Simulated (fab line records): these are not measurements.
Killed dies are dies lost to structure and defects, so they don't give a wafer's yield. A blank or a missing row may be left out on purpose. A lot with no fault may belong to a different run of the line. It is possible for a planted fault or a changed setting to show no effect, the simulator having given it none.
fab line records | flow berkeley_cmos170 | part 1 of 2: steps 1 to 28 of 39
[record] lots = 5 | wafers = 15 | last_day = 11
route steps=331 shown M2@289 V2@292 M3@309
lots that met no fault: taken from a fault-free run of the same line
start_h: start of the lot's first displayed wafer, in hours after the record's first day | wait_h: hours from the lot's prior step to this one | " as in the row above | L1.1+2: several wafers, shown together as one row | - no value present, or no start provided | * or withheld: withheld | < > ~ a bound
route shown NAME@n: NAME is a module with steps in the file, n the number in the route of the first one | usual: mean/standard deviation taken from wafers without a fault | same: alike in all rows | chamber/n: place in a boat | sites: per-site readings | _std_site: standard deviation across them | _edge_site: outer sites' mean less inner sites' | radius_mm: how far each site lies from the wafer's centre | mask NAME#n: copy n | behind: the tool/chamber that last shaped the wafer | hold: cause of the lot's hold/its duration in hours/its outcome | device: the transistor (n, p or np) that didn't switch | end of line: the same wafers' tests at the end of the route | where a step has no rows: the recipe by itself | killed: dies lost to structure and defects at the first sort, not the wafer's yield | map: per-die view of a wafer (x killed, . not killed, _ where there is no die)
set.NAME: the setting the step ran with; set.NAME@STEP: the setting that earlier step ran with | model.NAME: the simulator's own value behind a step, which no gauge read
lots seen at some steps along the route; tables by step, rows by wafer
services: from which hour (start_h, from the record's first day; less than 0 if before it) a tool's chamber was out of use, for how many hours, and why
[[steps]]
[step UCB170_M2_METAL_ETCH_18]
[recipe] chemistry = Cl2/BCl3 | target = Al | stop_on = SiO2 | pressure_mtorr = 12 | target_depth_a = 11700 | over_etch_frac = 0.3 | time_s = 195 | icp_w = 600 | bias_w = 120 | Cl2_flow_sccm = 90 | bcl3_flow_sccm = 45
[usual] bcl3_flow_sccm = 44.97/0.12 | drypump_motor_current_A = 5.9/0.46 | oes_product_au = 0.853/0.0085 | throttle_valve_pct = 24.36/0.28
[same] over_etch_frac = 0.3
lot.wafer | tool         | chamber | start_h | wait_h | bcl3_flow_sccm | drypump_motor_current_A | oes_product_au | rf_hours_counter_h | throttle_valve_pct
L078.3    | rie_metal-01 | 0       | 183.68  | -      | 45.11          | 5.1                     | 0.857          | -                  | 24.60
L078.4    | "            | 1       | "       | "      | 44.95          | 5.8                     | 0.857          | -                  | 24.78
L078.5    | "            | 1       | "       | "      | 44.98          | 5.8                     | 0.856          | -                  | 24.80
L087.1    | rie_metal-01 | 0       | 229.51  | -      | 45.09          | 5.1                     | 0.855          | 3                  | 24.61
L087.5    | "            | 1       | "       | "      | 44.91          | 5.8                     | 0.854          | -                  | 24.78
L087.6    | "            | 0       | "       | "      | 45.04          | 5.1                     | 0.857          | -                  | 24.61
L089.1    | rie_metal-03 | 1       | 239.59  | -      | 44.90          | 6.6                     | 0.850          | 8                  | 24.07
L089.3    | "            | 0       | "       | "      | 45.07          | 6.1                     | 0.851          | -                  | 24.01
L089.5    | "            | 1       | "       | "      | 45.03          | 6.6                     | 0.855          | -                  | 24.09
L091.3    | rie_metal-01 | 1       | 244.94  | -      | 44.93          | 5.8                     | 0.845          | -                  | 24.78
L091.5    | "            | 0       | "       | "      | 44.93          | 5.1                     | 0.851          | -                  | 24.60
L091.6    | "            | 1       | "       | "      | 44.92          | 5.8                     | 0.853          | -                  | 24.79
L093.1    | rie_metal-03 | 0       | 257.19  | -      | 45.16          | 6.1                     | 0.854          | 4                  | 24.00
L093.3    | "            | 1       | "       | "      | 44.92          | 6.6                     | 0.853          | -                  | 24.07
L093.4    | "            | 0       | "       | "      | 45.05          | 6.1                     | 0.857          | -                  | 23.98
[step UCB170_M2_STRIP_19]
[recipe] chemistry = O2 | power_w = 400 | pressure_mtorr = 3500 | platen_temp_c = withheld | o2_flow_sccm = 400 | overash_fraction = 0.5
[usual] drypump_motor_current_A = 5.8/0.64 | oes_product_au = 0.538/0.013
lot.wafer | tool            | chamber | start_h | wait_h | drypump_motor_current_A | oes_product_au | rf_hours_counter_h
L078.3    | plasma_asher-04 | 1       | 183.84  | 0.1    | 5.7                     | 0.520          | -
L078.4    | "               | 0       | "       | "      | 6.8                     | 0.554          | -
L078.5    | "               | 0       | "       | "      | 6.7                     | 0.543          | -
L087.1    | plasma_asher-03 | 1       | 229.70  | 0.1    | 4.9                     | 0.533          | 10
L087.5    | "               | 0       | "       | "      | 6.1                     | 0.554          | -
L087.6    | "               | 1       | "       | "      | 4.9                     | 0.531          | -
L089.1    | plasma_asher-01 | 0       | 239.78  | 0.1    | 5.0                     | 0.533          | 60
L089.3    | "               | 0       | "       | "      | 5.0                     | 0.564          | -
L089.5    | "               | 0       | "       | "      | 5.0                     | 0.536          | -
L091.3    | plasma_asher-04 | 1       | 245.09  | 0.1    | 5.7                     | 0.555          | -
L091.5    | "               | 1       | "       | "      | 5.7                     | 0.533          | -
L091.6    | "               | 0       | "       | "      | 6.7                     | 0.556          | -
L093.1    | plasma_asher-03 | 0       | 257.38  | 0.1    | 6.1                     | 0.553          | 13
L093.3    | "               | 1       | "       | "      | 4.9                     | 0.525          | -
L093.4    | "               | 0       | "       | "      | 6.1                     | 0.547          | -
[step UCB170_M2_CD_MEAS_90]
[recipe] target_cd_nm = 700
[usual] cd_nm = 701/3.3
lot.wafer | tool      | chamber | start_h | wait_h | cd_nm
L078.3    | cd_sem-02 | -       | 183.95  | 0.1    | 696
L078.4    | "         | -       | "       | "      | 696
L078.5    | "         | -       | "       | "      | 698
L087.1    | cd_sem-02 | -       | 229.80  | 0.1    | 694
L087.5    | "         | -       | "       | "      | 701
L087.6    | "         | -       | "       | "      | 698
L089.1    | cd_sem-01 | -       | 240.00  | 0.2    | 702
L089.3    | "         | -       | "       | "      | 703
L089.5    | "         | -       | "       | "      | 702
L091.3    | cd_sem-02 | -       | 245.20  | 0.1    | 704
L091.5    | "         | -       | "       | "      | 699
L091.6    | "         | -       | "       | "      | 702
L093.1    | cd_sem-02 | -       | 257.48  | 0.1    | 699
L093.3    | "         | -       | "       | "      | 700
L093.4    | "         | -       | "       | "      | 700
[step UCB170_V2_CVD_00]
[recipe] material = SiO2 | target_thk_nm = 2000 | temp_c = 390 | precursor = TEOS/O2 | time_s = 250 | rf_w = 550 | pressure_mtorr = 9000
[usual] heater_power_w = 246/55 | pressure_mtorr = 8999/19 | susceptor_temp_C = 389.99/0.21
lot.wafer | tool     | chamber | start_h | wait_h | heater_power_w | pressure_mtorr | susceptor_temp_C
L078.3    | pecvd-02 | 0       | 184.03  | 0.1    | 220            | 9015           | 390.30
L078.4    | "        | 2       | "       | "      | 190            | 8969           | 389.89
L078.5    | "        | 0       | "       | "      | 147            | 9019           | 390.38
L087.1    | pecvd-04 | 2       | 229.92  | 0.1    | 245            | 9006           | 389.95
L087.5    | "        | 1       | "       | "      | 328            | 8996           | 389.83
L087.6    | "        | 0       | "       | "      | 238            | 8993           | 390.14
L089.1    | pecvd-03 | 2       | 240.12  | 0.1    | 313            | 8952           | 390.22
L089.3    | "        | 0       | "       | "      | 170            | 8996           | 390.13
L089.5    | "        | 0       | "       | "      | 228            | 8999           | 389.96
L091.3    | pecvd-04 | 2       | 245.28  | 0.1    | 206            | 8993           | 390.01
L091.5    | "        | 0       | "       | "      | 319            | 9009           | 389.47
L091.6    | "        | 1       | "       | "      | 322            | 9017           | 390.17
L093.1    | pecvd-04 | 2       | 257.60  | 0.1    | 257            | 9002           | 390.08
L093.3    | "        | 0       | "       | "      | 252            | 9024           | 390.29
L093.4    | "        | 0       | "       | "      | 311            | 9024           | 389.87
[step UCB170_V2_THK_MEAS_01]
[recipe] reads = SiO2_of_V2_CVD_00
[usual] V2_TEOS_THK = 1997/23
lot.wafer | tool          | chamber | start_h | wait_h | V2_TEOS_THK[nm]
L078.3    | film_metro-03 | -       | 184.20  | 0.1    | 1979
L078.4    | "             | -       | "       | "      | 1977
L078.5    | "             | -       | "       | "      | 1971
L087.1    | film_metro-02 | -       | 230.07  | 0.1    | 1996
L087.5    | "             | -       | "       | "      | 1981
L087.6    | "             | -       | "       | "      | 1990
L089.1    | film_metro-03 | -       | 240.27  | 0.1    | 1952
L089.3    | "             | -       | "       | "      | 1971
L089.5    | "             | -       | "       | "      | 2010
L091.3    | film_metro-03 | -       | 245.46  | 0.1    | 1976
L091.5    | "             | -       | "       | "      | 2003
L091.6    | "             | -       | "       | "      | 2020
L093.1    | film_metro-03 | -       | 257.75  | 0.1    | 1966
L093.3    | "             | -       | "       | "      | 1992
L093.4    | "             | -       | "       | "      | 2033
[step UCB170_V2_CMP_02]
[recipe] material = SiO2 | down_force_psi = 6 | platen_rpm = 60 | pad_velocity_m_s = 0.75398
[usual] motor_current_A = 16.2/1.7 | slurry_filter_dp_kPa = 13.50/0.14
lot.wafer | tool   | chamber | start_h | wait_h | motor_current_A | slurry_filter_dp_kPa
L078.4    | cmp-01 | 3       | 184.24  | 0.0    | 18.4            | 13.55
L078.3    | "      | 0       | "       | "      | 15.3            | 13.53
L078.5    | "      | 3       | "       | "      | 19.1            | 13.52
L087.1    | cmp-02 | 3       | 230.18  | 0.1    | 15.1            | 13.49
L087.6    | "      | 2       | "       | "      | 15.1            | 13.60
L087.5    | "      | 3       | "       | "      | 15.0            | 13.71
L089.3    | cmp-02 | 2       | 240.33  | 0.0    | 15.5            | 13.56
L089.1    | "      | 1       | "       | "      | 17.2            | 13.36
L089.5    | "      | 2       | "       | "      | 15.2            | 13.59
L091.3    | cmp-02 | 3       | 245.50  | 0.0    | 14.8            | 13.47
L091.6    | "      | 3       | "       | "      | 14.7            | 13.39
L091.5    | "      | 0       | "       | "      | 13.2            | 13.48
L093.1    | cmp-01 | 0       | 257.86  | 0.1    | 15.9            | 13.54
L093.3    | "      | 1       | "       | "      | 18.4            | 13.60
L093.4    | "      | 2       | "       | "      | 16.3            | 13.39
[step UCB170_V2_BOW_MEAS_03]
[recipe] mode = bow
[usual] V2_BOW = 36/6.6
lot.wafer | tool          | chamber | start_h | wait_h | V2_BOW[um]
L078.3    | film_metro-02 | -       | 184.58  | 0.2    | 30
L078.4    | "             | -       | "       | "      | 27
L078.5    | "             | -       | "       | "      | 35
L087.1    | film_metro-03 | -       | 230.43  | 0.2    | 39
L087.5    | "             | -       | "       | "      | 49
L087.6    | "             | -       | "       | "      | 46
L089.1    | film_metro-03 | -       | 240.63  | 0.1    | 31
L089.3    | "             | -       | "       | "      | 37
L089.5    | "             | -       | "       | "      | 31
L091.3    | film_metro-01 | -       | 245.84  | 0.3    | 39
L091.5    | "             | -       | "       | "      | 27
L091.6    | "             | -       | "       | "      | 29
L093.1    | film_metro-03 | -       | 258.11  | 0.2    | 26
L093.3    | "             | -       | "       | "      | 38
L093.4    | "             | -       | "       | "      | 33
[step UCB170_V2_THK_MEAS_04]
[recipe] reads = SiO2_of_V2_CVD_00
[usual] V2_POLISHED_THK = 1000.5/1.1
lot.wafer | tool          | chamber | start_h | wait_h | V2_POLISHED_THK[nm]
L078.3    | film_metro-02 | -       | 184.68  | 0.1    | 1002.3
L078.4    | "             | -       | "       | "      | 1001.2
L078.5    | "             | -       | "       | "      | 1001.1
L087.1    | film_metro-03 | -       | 230.55  | 0.1    | 1000.6
L087.5    | "             | -       | "       | "      | 1000.4
L087.6    | "             | -       | "       | "      | 1000.1
L089.1    | film_metro-03 | -       | 240.75  | 0.1    | 1000.0
L089.3    | "             | -       | "       | "      | 1000.5
L089.5    | "             | -       | "       | "      | 1000.1
L091.3    | film_metro-01 | -       | 245.94  | 0.1    | 999.5
L091.5    | "             | -       | "       | "      | 1000.1
L091.6    | "             | -       | "       | "      | 1001.2
L093.1    | film_metro-03 | -       | 258.23  | 0.1    | 1001.3
L093.3    | "             | -       | "       | "      | 999.3
L093.4    | "             | -       | "       | "      | 1000.0
[step UCB170_V2_CLEAN_05]
[recipe] chemistry = DIW
lot.wafer  | tool         | chamber | start_h | wait_h
L078.3+4+5 | wet_bench-02 | 2       | 184.72  | 0.0
L087.1+5+6 | wet_bench-01 | 0       | 230.61  | 0.1
L089.1+3+5 | wet_bench-01 | 1       | 240.81  | 0.1
L091.3+5+6 | wet_bench-01 | 1       | 245.99  | 0.0
L093.1+3+4 | wet_bench-03 | 2       | 258.33  | 0.1
[step UCB170_V2_HMDS_06]
[recipe] prime_time_s = 60 | prime_temp_c = 100
lot.wafer  | tool           | chamber | start_h | wait_h
L078.3+4+5 | litho_track-01 | 0       | 184.95  | 0.1
L087.1+5+6 | litho_track-01 | 0       | 230.79  | 0.0
L089.1+3+5 | litho_track-02 | 0       | 241.11  | 0.1
L091.3+5+6 | litho_track-01 | 0       | 246.22  | 0.1
L093.1+3+4 | litho_track-01 | 0       | 258.67  | 0.2
[step UCB170_V2_COAT_07]
[recipe] resist = KrF | spin_rpm = 1500 | resist_thk_nm = 900
lot.wafer  | tool           | chamber | start_h | wait_h
L078.3+4+5 | litho_track-01 | 0       | 185.10  | 0.1
L087.1+5+6 | litho_track-01 | 0       | 230.94  | 0.1
L089.1+3+5 | litho_track-02 | 0       | 241.26  | 0.1
L091.3+5+6 | litho_track-01 | 0       | 246.37  | 0.1
L093.1+3+4 | litho_track-01 | 0       | 258.82  | 0.1
[step UCB170_V2_SOFTBAKE_08]
[recipe] resist = KrF | temp_c = 130 | time_s = 60
lot.wafer  | tool           | chamber | start_h | wait_h
L078.3+4+5 | litho_track-01 | 0       | 185.25  | 0.1
L087.1+5+6 | litho_track-01 | 0       | 231.09  | 0.1
L089.1+3+5 | litho_track-02 | 0       | 241.41  | 0.1
L091.3+5+6 | litho_track-01 | 0       | 246.52  | 0.1
L093.1+3+4 | litho_track-01 | 0       | 258.97  | 0.1
[step UCB170_V2_EXPOSE_09]
[recipe] mask_id = VIA2 | target_cd_nm = 700 | na = 0.5 | sigma_outer = 0.6 | source_shape = conventional | dose_mj = 37
[usual] focus_offset_nm = 0.1/0.54
lot.wafer | tool           | chamber | start_h | wait_h | mask   | focus_offset_nm
L078.3    | krf_scanner-01 | 0       | 185.51  | 0.2    | VIA2#0 | 0.5
L078.4    | "              | 0       | "       | "      | VIA2#0 | 0.4
L078.5    | "              | 0       | "       | "      | VIA2#0 | 0.5
L087.1    | krf_scanner-02 | 0       | 231.24  | 0.1    | VIA2#0 | 0.8
L087.5    | "              | 0       | "       | "      | VIA2#0 | -0.3
L087.6    | "              | 0       | "       | "      | VIA2#0 | -0.2
L089.1    | krf_scanner-02 | 0       | 241.69  | 0.2    | VIA2#0 | 0.5
L089.3    | "              | 0       | "       | "      | VIA2#0 | 0.2
L089.5    | "              | 0       | "       | "      | VIA2#0 | 0.1
L091.3    | krf_scanner-01 | 0       | 246.66  | 0.1    | VIA2#0 | 0.3
L091.5    | "              | 0       | "       | "      | VIA2#0 | 0.8
L091.6    | "              | 0       | "       | "      | VIA2#0 | 1.0
L093.1    | krf_scanner-02 | 0       | 259.12  | 0.1    | VIA2#0 | 0.3
L093.3    | "              | 0       | "       | "      | VIA2#0 | 0.6
L093.4    | "              | 0       | "       | "      | VIA2#0 | 1.2
[step UCB170_V2_PEB_10]
[recipe] peb_temp_c = 130 | peb_time_s = withheld | resist = KrF
lot.wafer  | tool           | chamber | start_h | wait_h
L078.3+4+5 | litho_track-02 | 0       | 185.64  | 0.1
L087.1+5+6 | litho_track-03 | 0       | 231.36  | 0.1
L089.1+3+5 | litho_track-02 | 0       | 242.46  | 0.8
L091.3+5+6 | litho_track-03 | 0       | 246.80  | 0.1
L093.1+3+4 | litho_track-02 | 0       | 259.64  | 0.5
[step UCB170_V2_DEVELOP_11]
[recipe] developer = TMAH | develop_time_s = 45 | resist = KrF | dev_temp_c = 21
lot.wafer  | tool           | chamber | start_h | wait_h
L078.3+4+5 | litho_track-02 | 0       | -       | -
L087.1+5+6 | litho_track-03 | 0       | -       | -
L089.1+3+5 | litho_track-02 | 0       | -       | -
L091.3+5+6 | litho_track-03 | 0       | -       | -
L093.1+3+4 | litho_track-02 | 0       | -       | -
[step UCB170_V2_CD_MEAS_12]
[recipe] target_cd_nm = 700
[usual] cd_nm = 700.1/1.5
lot.wafer | tool      | chamber | start_h | wait_h | cd_nm
L078.3    | cd_sem-02 | -       | 185.91  | -      | 699.3
L078.4    | "         | -       | "       | "      | 697.1
L078.5    | "         | -       | "       | "      | 697.7
L087.1    | cd_sem-02 | -       | 231.63  | -      | 701.7
L087.5    | "         | -       | "       | "      | 702.7
L087.6    | "         | -       | "       | "      | 701.7
L089.1    | cd_sem-02 | -       | 242.74  | -      | 699.3
L089.3    | "         | -       | "       | "      | 698.5
L089.5    | "         | -       | "       | "      | 699.0
L091.3    | cd_sem-01 | -       | 247.07  | -      | 698.5
L091.5    | "         | -       | "       | "      | 699.0
L091.6    | "         | -       | "       | "      | 698.1
L093.1    | cd_sem-01 | -       | 259.91  | -      | 698.8
L093.3    | "         | -       | "       | "      | 699.1
L093.4    | "         | -       | "       | "      | 699.5
[step UCB170_V2_OVL_MEAS_13]
[usual] V2_OVL = -1/4.6
lot.wafer | tool       | chamber | start_h | wait_h | V2_OVL[nm]
L078.3    | overlay-02 | -       | 186.00  | 0.1    | 0
L078.4    | "          | -       | "       | "      | 5
L078.5    | "          | -       | "       | "      | 6
L087.1    | overlay-02 | -       | 231.75  | 0.1    | 3
L087.5    | "          | -       | "       | "      | 1
L087.6    | "          | -       | "       | "      | -4
L089.1    | overlay-02 | -       | 242.86  | 0.1    | 4
L089.3    | "          | -       | "       | "      | 3
L089.5    | "          | -       | "       | "      | 4
L091.3    | overlay-01 | -       | 247.16  | 0.1    | 2
L091.5    | "          | -       | "       | "      | 3
L091.6    | "          | -       | "       | "      | -5
L093.1    | overlay-01 | -       | 260.03  | 0.1    | -6
L093.3    | "          | -       | "       | "      | -3
L093.4    | "          | -       | "       | "      | -3
[step UCB170_V2_ETCH_14]
[recipe] chemistry = CHF3/CF4/Ar | target = SiO2 | stop_on = Al | CHF3_flow_sccm = 45 | cf4_flow_sccm = 15 | Ar_flow_sccm = 150 | pressure_mtorr = 200 | rf_w = 700 | target_depth_a = 12500 | over_etch_frac = 0.25 | time_s = 291
[usual] drypump_motor_current_A = 5.9/0.41 | oes_product_au = 0.879/0.0071 | throttle_valve_pct = 6.91/0.1
[same] over_etch_frac = 0.25
lot.wafer | tool        | chamber | start_h | wait_h | drypump_motor_current_A | oes_product_au | rf_hours_counter_h | throttle_valve_pct
L078.3    | rie_diel-04 | 2       | 186.02  | 0.0    | 6.0                     | 0.883          | 21                 | 6.79
L078.4    | "           | 3       | "       | "      | 5.6                     | 0.880          | -                  | 6.76
L078.5    | "           | 0       | "       | "      | 6.3                     | 0.868          | -                  | 6.95
L087.1    | rie_diel-02 | 2       | 231.79  | 0.0    | 5.5                     | 0.877          | 140                | 6.80
L087.5    | "           | 3       | "       | "      | 6.4                     | 0.875          | -                  | 6.95
L087.6    | "           | 2       | "       | "      | 5.5                     | 0.875          | -                  | 6.79
L089.1    | rie_diel-02 | 3       | 242.89  | 0.0    | 6.3                     | 0.865          | 34                 | 6.96
L089.3    | "           | 0       | "       | "      | 6.0                     | 0.884          | 7                  | 7.03
L089.5    | "           | 0       | "       | "      | 6.0                     | 0.883          | -                  | 7.06
L091.3    | rie_diel-01 | 3       | 247.18  | 0.0    | 5.5                     | 0.871          | 6                  | 6.76
L091.5    | "           | 0       | "       | "      | 5.7                     | 0.891          | -                  | 6.95
L091.6    | "           | 1       | "       | "      | 5.4                     | 0.889          | -                  | 6.97
L093.1    | rie_diel-04 | 1       | 260.07  | 0.0    | 5.6                     | 0.884          | 8                  | 6.83
L093.3    | "           | 2       | "       | "      | 6.0                     | 0.879          | 26                 | 6.81
L093.4    | "           | 2       | "       | "      | 6.0                     | 0.882          | -                  | 6.81
[step UCB170_V2_STRIP_15]
[recipe] chemistry = O2 | power_w = 400 | pressure_mtorr = 3500 | platen_temp_c = withheld | o2_flow_sccm = 400 | overash_fraction = 0.5
[usual] drypump_motor_current_A = 5.6/0.54 | oes_product_au = 0.722/0.0045 | strip_time_to_endpoint_s = 15.38/0.087
lot.wafer | tool            | chamber | start_h | wait_h | drypump_motor_current_A | oes_product_au | rf_hours_counter_h | strip_time_to_endpoint_s
L078.3    | plasma_asher-03 | 1       | 186.24  | 0.1    | 4.9                     | 0.724          | -                  | 15.49
L078.4    | "               | 0       | "       | "      | 6.1                     | 0.721          | -                  | 15.62
L078.5    | "               | 0       | "       | "      | 6.1                     | 0.722          | -                  | 15.47
L087.1    | plasma_asher-03 | 1       | 231.96  | 0.1    | 4.9                     | 0.724          | 10                 | 15.36
L087.5    | "               | 0       | "       | "      | 6.1                     | 0.724          | -                  | 15.41
L087.6    | "               | 1       | "       | "      | 4.9                     | 0.724          | -                  | 15.29
L089.1    | plasma_asher-03 | 1       | 243.07  | 0.1    | 4.9                     | 0.724          | 11                 | 15.42
L089.3    | "               | 0       | "       | "      | 6.1                     | 0.717          | -                  | 15.43
L089.5    | "               | 0       | "       | "      | 6.1                     | 0.721          | -                  | 15.42
L091.3    | plasma_asher-03 | 0       | 247.39  | 0.1    | 6.1                     | 0.728          | -                  | 15.28
L091.5    | "               | 0       | "       | "      | 6.0                     | 0.728          | -                  | 15.30
L091.6    | "               | 1       | "       | "      | 4.9                     | 0.707          | -                  | 15.29
L093.1    | plasma_asher-01 | 1       | 260.25  | 0.1    | 5.5                     | 0.714          | 62                 | 15.24
L093.3    | "               | 0       | "       | "      | 5.0                     | 0.721          | -                  | 15.39
L093.4    | "               | 1       | "       | "      | 5.6                     | 0.723          | -                  | 15.43
[step UCB170_V2_CD_MEAS_90]
[recipe] target_cd_nm = 700
[usual] cd_nm = 700.0/1.8
lot.wafer | tool      | chamber | start_h | wait_h | cd_nm
L078.3    | cd_sem-01 | -       | 186.34  | 0.1    | 698.3
L078.4    | "         | -       | "       | "      | 695.4
L078.5    | "         | -       | "       | "      | 696.8
L087.1    | cd_sem-02 | -       | 232.06  | 0.1    | 701.2
L087.5    | "         | -       | "       | "      | 703.1
L087.6    | "         | -       | "       | "      | 702.0
L089.1    | cd_sem-02 | -       | 243.17  | 0.1    | 699.2
L089.3    | "         | -       | "       | "      | 699.4
L089.5    | "         | -       | "       | "      | 699.7
L091.3    | cd_sem-02 | -       | 247.50  | 0.1    | 698.9
L091.5    | "         | -       | "       | "      | 698.8
L091.6    | "         | -       | "       | "      | 698.3
L093.1    | cd_sem-01 | -       | 260.35  | 0.1    | 698.9
L093.3    | "         | -       | "       | "      | 700.0
L093.4    | "         | -       | "       | "      | 699.3
[step UCB170_M3_PRE_CLEAN_00]
[recipe] gas = Ar | preclean_etch_time_s = 60
lot.wafer  | tool           | chamber | start_h | wait_h
L078.3+4+5 | pvd_sputter-04 | -       | 186.42  | 0.1
L087.1+5+6 | pvd_sputter-04 | -       | 232.18  | 0.1
L089.1+3+5 | pvd_sputter-02 | -       | 243.29  | 0.1
L091.3+5+6 | pvd_sputter-02 | -       | 247.58  | 0.1
L093.1+3+4 | pvd_sputter-04 | -       | 260.47  | 0.1
[step UCB170_M3_SPUTTER_01]
[recipe] material = Al | target_thk_nm = 900 | time_s = 120 | power_w = 6000 | chamber_pressure_pa = 0.5
[usual] throttle_valve_pct = 29.8/1.1
lot.wafer | tool           | chamber | start_h | wait_h | throttle_valve_pct
L078.3    | pvd_sputter-04 | -       | 186.49  | 0.0    | 28.9
L078.4    | "              | -       | "       | "      | 30.3
L078.5    | "              | -       | "       | "      | 30.4
L087.1    | pvd_sputter-04 | -       | 232.25  | 0.0    | 28.7
L087.5    | "              | -       | "       | "      | 30.3
L087.6    | "              | -       | "       | "      | 30.5
L089.1    | pvd_sputter-02 | -       | 243.42  | 0.1    | 28.9
L089.3    | "              | -       | "       | "      | 30.8
L089.5    | "              | -       | "       | "      | 28.8
L091.3    | pvd_sputter-02 | -       | 247.65  | 0.0    | 29.7
L091.5    | "              | -       | "       | "      | 31.3
L091.6    | "              | -       | "       | "      | 30.6
L093.1    | pvd_sputter-04 | -       | 260.54  | 0.0    | 28.9
L093.3    | "              | -       | "       | "      | 30.4
L093.4    | "              | -       | "       | "      | 30.3
[step UCB170_M3_RS_MEAS_02]
[recipe] thk_meas_gauge = four-point-probe | reads = Al_of_M3_SPUTTER_01
[usual] M3_AL_RS = 0.0320/0.00036
lot.wafer | tool          | chamber | start_h | wait_h | M3_AL_RS[ohm/sq]
L078.3    | film_metro-04 | -       | 186.61  | 0.1    | 0.0315
L078.4    | "             | -       | "       | "      | 0.0322
L078.5    | "             | -       | "       | "      | 0.0321
L087.1    | film_metro-01 | -       | 232.33  | 0.0    | 0.0318
L087.5    | "             | -       | "       | "      | 0.0319
L087.6    | "             | -       | "       | "      | 0.0320
L089.1    | film_metro-02 | -       | 243.59  | 0.1    | 0.0331
L089.3    | "             | -       | "       | "      | 0.0329
L089.5    | "             | -       | "       | "      | 0.0328
L091.3    | film_metro-02 | -       | 247.77  | 0.1    | 0.0320
L091.5    | "             | -       | "       | "      | 0.0321
L091.6    | "             | -       | "       | "      | 0.0322
L093.1    | film_metro-04 | -       | 260.62  | 0.0    | 0.0321
L093.3    | "             | -       | "       | "      | 0.0326
L093.4    | "             | -       | "       | "      | 0.0326
[step UCB170_M3_THK_MEAS_03]
[recipe] thk_meas_gauge = xrf | reads = Al_of_M3_SPUTTER_01
[usual] M3_AL_THK = 907/11
lot.wafer | tool          | chamber | start_h | wait_h | M3_AL_THK[nm]
L078.3    | film_metro-04 | -       | 186.71  | 0.1    | 906
L078.4    | "             | -       | "       | "      | 894
L078.5    | "             | -       | "       | "      | 894
L087.1    | film_metro-01 | -       | 232.45  | 0.1    | 915
L087.5    | "             | -       | "       | "      | 909
L087.6    | "             | -       | "       | "      | 901
L089.1    | film_metro-02 | -       | 243.71  | 0.1    | 893
L089.3    | "             | -       | "       | "      | 894
L089.5    | "             | -       | "       | "      | 898
L091.3    | film_metro-02 | -       | 247.87  | 0.1    | 916
L091.5    | "             | -       | "       | "      | 915
L091.6    | "             | -       | "       | "      | 911
L093.1    | film_metro-04 | -       | 260.74  | 0.1    | 901
L093.3    | "             | -       | "       | "      | 889
L093.4    | "             | -       | "       | "      | 890
[step UCB170_M3_HMDS_04]
[recipe] prime_time_s = 60 | prime_temp_c = 100
lot.wafer  | tool           | chamber | start_h | wait_h
L078.3+4+5 | litho_track-03 | 0       | 186.80  | 0.1
L087.1+5+6 | litho_track-03 | 0       | 232.51  | 0.1
L089.1+3+5 | litho_track-04 | 0       | 244.13  | 0.4
L091.3+5+6 | litho_track-03 | 0       | 247.96  | 0.1
L093.1+3+4 | litho_track-03 | 0       | 260.99  | 0.2
[step UCB170_M3_COAT_05]
[recipe] resist = KrF | spin_rpm = 1500 | resist_thk_nm = 900
lot.wafer  | tool           | chamber | start_h | wait_h
L078.3+4+5 | litho_track-03 | 0       | 186.95  | 0.1
L087.1+5+6 | litho_track-03 | 0       | 232.66  | 0.1
L089.1+3+5 | litho_track-04 | 0       | 244.28  | 0.1
L091.3+5+6 | litho_track-03 | 0       | 248.11  | 0.1
L093.1+3+4 | litho_track-03 | 0       | 261.14  | 0.1
[step UCB170_M3_SOFTBAKE_06]
[recipe] resist = KrF | temp_c = 130 | time_s = 60
lot.wafer  | tool           | chamber | start_h | wait_h
L078.3+4+5 | litho_track-03 | 0       | 187.10  | 0.1
L087.1+5+6 | litho_track-03 | 0       | 232.81  | 0.1
L089.1+3+5 | litho_track-04 | 0       | 244.43  | 0.1
L091.3+5+6 | litho_track-03 | 0       | 248.26  | 0.1
L093.1+3+4 | litho_track-03 | 0       | 261.29  | 0.1
[step UCB170_M3_STRIP_07]
[recipe] chemistry = O2 | power_w = 400 | pressure_mtorr = 3500 | platen_temp_c = withheld | o2_flow_sccm = 400 | overash_fraction = 0.5
[usual] drypump_motor_current_A = 5.9/0.51 | oes_product_au = 0.735/0.0044 | strip_time_to_endpoint_s = 21.97/0.076
lot.wafer | tool            | chamber | start_h | wait_h | drypump_motor_current_A | oes_product_au | rf_hours_counter_h | strip_time_to_endpoint_s
L078.3    | plasma_asher-01 | 0       | 187.24  | 0.1    | 5.0                     | 0.736          | -                  | 21.91
L078.4    | "               | 1       | "       | "      | 5.6                     | 0.732          | -                  | 21.88
L078.5    | "               | 1       | "       | "      | 5.5                     | 0.734          | -                  | 21.87
L087.1    | plasma_asher-04 | 1       | 232.96  | 0.1    | 5.7                     | 0.740          | 55                 | 21.98
L087.5    | "               | 1       | "       | "      | 5.7                     | 0.733          | -                  | 21.94
L087.6    | "               | 0       | "       | "      | 6.7                     | 0.735          | -                  | 22.04
L089.1    | plasma_asher-02 | 0       | 244.58  | 0.1    | 6.1                     | 0.733          | 46                 | 21.96
L089.3    | "               | 1       | "       | "      | 6.1                     | 0.725          | -                  | 21.99
L089.5    | "               | 1       | "       | "      | 6.1                     | 0.731          | -                  | 22.10
L091.3    | plasma_asher-04 | 0       | 248.39  | 0.1    | 6.7                     | 0.737          | -                  | 21.94
L091.5    | "               | 1       | "       | "      | 5.7                     | 0.736          | -                  | 21.99
L091.6    | "               | 0       | "       | "      | 6.7                     | 0.734          | -                  | 22.03
L093.1    | plasma_asher-02 | 1       | 261.44  | 0.1    | 6.1                     | 0.736          | 48                 | 22.10
L093.3    | "               | 0       | "       | "      | 6.0                     | 0.738          | -                  | 22.08
L093.4    | "               | 1       | "       | "      | 6.1                     | 0.739          | -                  | 22.05
